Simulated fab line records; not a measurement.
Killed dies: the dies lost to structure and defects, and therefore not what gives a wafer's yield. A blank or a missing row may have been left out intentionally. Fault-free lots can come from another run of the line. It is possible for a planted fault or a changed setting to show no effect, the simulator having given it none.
fab line records | flow rit-cmos
[record] lots = 13 wafers = 39 last-day = 8
route steps=202 shown GATE@89 M1@202
lots that met no fault: taken from a fault-free run of the same line
start-h: hours from the record's opening day to when the first of the lot's shown wafers began | wait-h: hours elapsed since this lot's preceding step | " unchanged from the row above | L1.1+2: a single row standing in for several wafers | - no value, or no start given | * or withheld: withheld | < > ~ a bound
route shown NAME@n: names a module that has steps shown in the file, with the first one's number in the route | usual: mean/standard deviation of fault-free wafers | same: alike in all rows | chamber/n: place in a boat | sites: readings site by site | _std_site: how widely they spread, as a standard deviation | _edge_site: inner sites' mean taken away from outer sites' mean | radius-mm: for every site, how far away it sits from the centre of the wafer | mask NAME#n: copy n | behind: tool/chamber where the wafer was last shaped | hold: the reason the lot was held/the length of the hold in hours/how it ended | device: names the non-switching transistor (n, p or np) | end of line: tests of these same wafers at the route's end | a step with no rows: only its recipe | killed: at the first sort, the dies lost to defects and structure; wafer yield is something else | map: the dies of a wafer, with x for killed, . for not killed, _ for no die there
set.NAME: setting as actually run; set.NAME@STEP: the setting as run at that earlier step | model.NAME: the simulator's own value behind a step, which no gauge read
one table for each step of the route and one row for each wafer, over a sample of lots
services: when a tool's chamber went out of use (start-h, in hours from the record's first day, below 0 if earlier), for how many hours, and the reason
[[steps]]
[step RIT_GATE_EXPOSE_13]
[recipe] mask-id = M6 na = 0.6 source-shape = conventional sigma-outer = 0.6 target-cd-nm = 150 dose-mj = 380
// columns lot.wafer tool chamber start-h wait-h mask
L935.1+3+4 iline-stepper-02 0 39.73 0.4 M6#0
L937.2+3+6 iline-stepper-02 0 49.18 0.2 M6#0
L939.1+4+6 iline-stepper-02 0 62.66 0.2 M6#0
L940.1+2+5 iline-stepper-01 0 65.05 0.2 M6#0
L943.1+3+4 iline-stepper-02 0 77.54 0.2 M6#0
L944.3+4+6 iline-stepper-02 0 87.73 0.1 M6#0
L946.2+3+6 iline-stepper-02 0 93.94 0.1 M6_R1#0
L953.1+2+4 iline-stepper-01 0 144.08 0.2 M6#0
L954.2+4+5 iline-stepper-01 0 147.14 0.2 M6#0
L955.3+4+5 iline-stepper-02 0 147.45 0.2 M6#0
L956.2+3+4 iline-stepper-02 0 162.81 0.1 M6#0
L958.2+4+6 iline-stepper-01 0 166.07 0.2 M6#0
L957.1+2+6 iline-stepper-02 0 166.29 0.5 M6#0
[step RIT_GATE_CD_MEAS_16]
[recipe] target-cd-nm = 150
[usual] cd-nm = 150.2/2.6
// columns lot.wafer tool chamber start-h wait-h cd-nm
L935.1 cd-sem-02 - 40.13 - 146.4
L935.3 " - " " 147.6
L935.4 " - " " 147.8
L937.2 cd-sem-01 - 49.60 - 149.4
L937.3 " - " " 151.7
L937.6 " - " " 151.2
L939.1 cd-sem-02 - 63.15 - 158.4
L939.4 " - " " 155.6
L939.6 " - " " 154.8
L940.1 cd-sem-02 - 65.45 - 148.1
L940.2 " - " " 150.6
L940.5 " - " " 149.6
L943.1 cd-sem-02 - 77.94 - 146.8
L943.3 " - " " 147.0
L943.4 " - " " 149.8
L944.3 cd-sem-02 - 88.13 - 150.3
L944.4 " - " " 150.0
L944.6 " - " " 154.6
L946.2 cd-sem-01 - 94.60 - 129.2
L946.3 " - " " 127.5
L946.6 " - " " 129.1
L953.1 cd-sem-01 - 144.48 - 147.5
L953.2 " - " " 151.5
L953.4 " - " " 148.9
L954.2 cd-sem-01 - 147.54 - 145.0
L954.4 " - " " 145.8
L954.5 " - " " 146.5
L955.3 cd-sem-02 - 147.85 - 146.9
L955.4 " - " " 149.8
L955.5 " - " " 147.9
L956.2 cd-sem-02 - 163.24 - 152.7
L956.3 " - " " 150.2
L956.4 " - " " 151.4
L958.2 cd-sem-01 - 166.47 - 146.7
L958.4 " - " " 147.4
L958.6 " - " " 146.5
L957.1 cd-sem-02 - 166.69 - 152.2
L957.2 " - " " 154.0
L957.6 " - " " 153.3
[step RIT_M1_PROBE_99]
[usual] killed_at_M0_to_M3 = 0.0/0.083 killed-at-contacts = 0.1/0.27 killed-at-front-end = 7/3.1 killed-dies = 7/3.2 killed-on-rim = 1.8/1.4 killed-open = 3.8/2.1 killed-short = 3.6/2
[same] gross-dies = 264 killed_at_M4_up = 0 killed-at-back-side = 0 killed-at-other = 0
// columns lot.wafer tool chamber start-h wait-h killed_at_M0_to_M3 killed-at-contacts killed-at-front-end killed-dies killed-on-rim killed-open killed-short
L946.2 prober-02 - 119.63 0.1 0 0 47 47 27 2 5
L946.3 prober-02 - 119.68 0.2 0 0 57 57 36 9 2
L946.6 prober-02 - 119.83 0.2 0 0 38 38 25 2 5
// killed by level:class
L946.2 GATE:area-expose=40 GATE:geometric-particle:open=2 FOX1:geometric-particle:short=1 FOX2:geometric-particle:short=1 GATE:geometric-particle:short=1 SPACER:geometric-particle:short=1 SILICIDE:geometric-particle:short=1
L946.3 GATE:area-expose=46 GATE:geometric-particle:open=7 GATE:geometric-particle:short=1 SPACER:geometric-particle:open=1 SILICIDE:geometric-particle:short=1 SILICIDE:geometric-particle:open=1
L946.6 GATE:area-expose=31 SPACER:geometric-particle:short=3 GATE:geometric-particle:open=2 GATE:geometric-particle:short=1 SILICIDE:geometric-particle:short=1
[[services]]
// columns tool chamber start-h hours kind
iline-stepper-01 - 35.63 7.5 repair
iline-stepper-02 - 60.80 1.7 pm
iline-stepper-01 - 73.14 2.1 pm
iline-stepper-01 - 75.23 - consumable-replace:lamp
iline-stepper-02 - 120.50 3.4 repair
iline-stepper-01 - 140.96 1.7 pm
[[key]]
[first-sign] step = RIT_GATE_EXPOSE_13 reading = mask direction = changed
[effect] step = RIT_GATE_CD_MEAS_16 reading = cd-nm direction = down sigmas = 8.3 usual = 150.2 struck = 128.6
[effect] step = RIT_M1_PROBE_99 reading = killed-at-front-end direction = up sigmas = 13 usual = 7 struck = 47
[more-kills-born-at] RIT_GATE_EXPOSE_13@iline-stepper-02 = 117
met-at RIT_GATE_EXPOSE_13
struck-lots L946
tester-left-out L946
onset-between 87.73 93.94
[fault] kind = wrong-mask tool = any chamber = - onset-h = 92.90 steps = RIT_GATE_EXPOSE_13 aux-copy = M6_R1#0 cd-offset-nm = -22 scope = struck-lots-only
// tester-left-out: of these lots the tester's yield and bins aren't shown, on N5 and GAA mostly nor the transistor test; their killed dies are dies lost to structure and defects alone, not to doping, threshold or leakage, so they don't give the yield
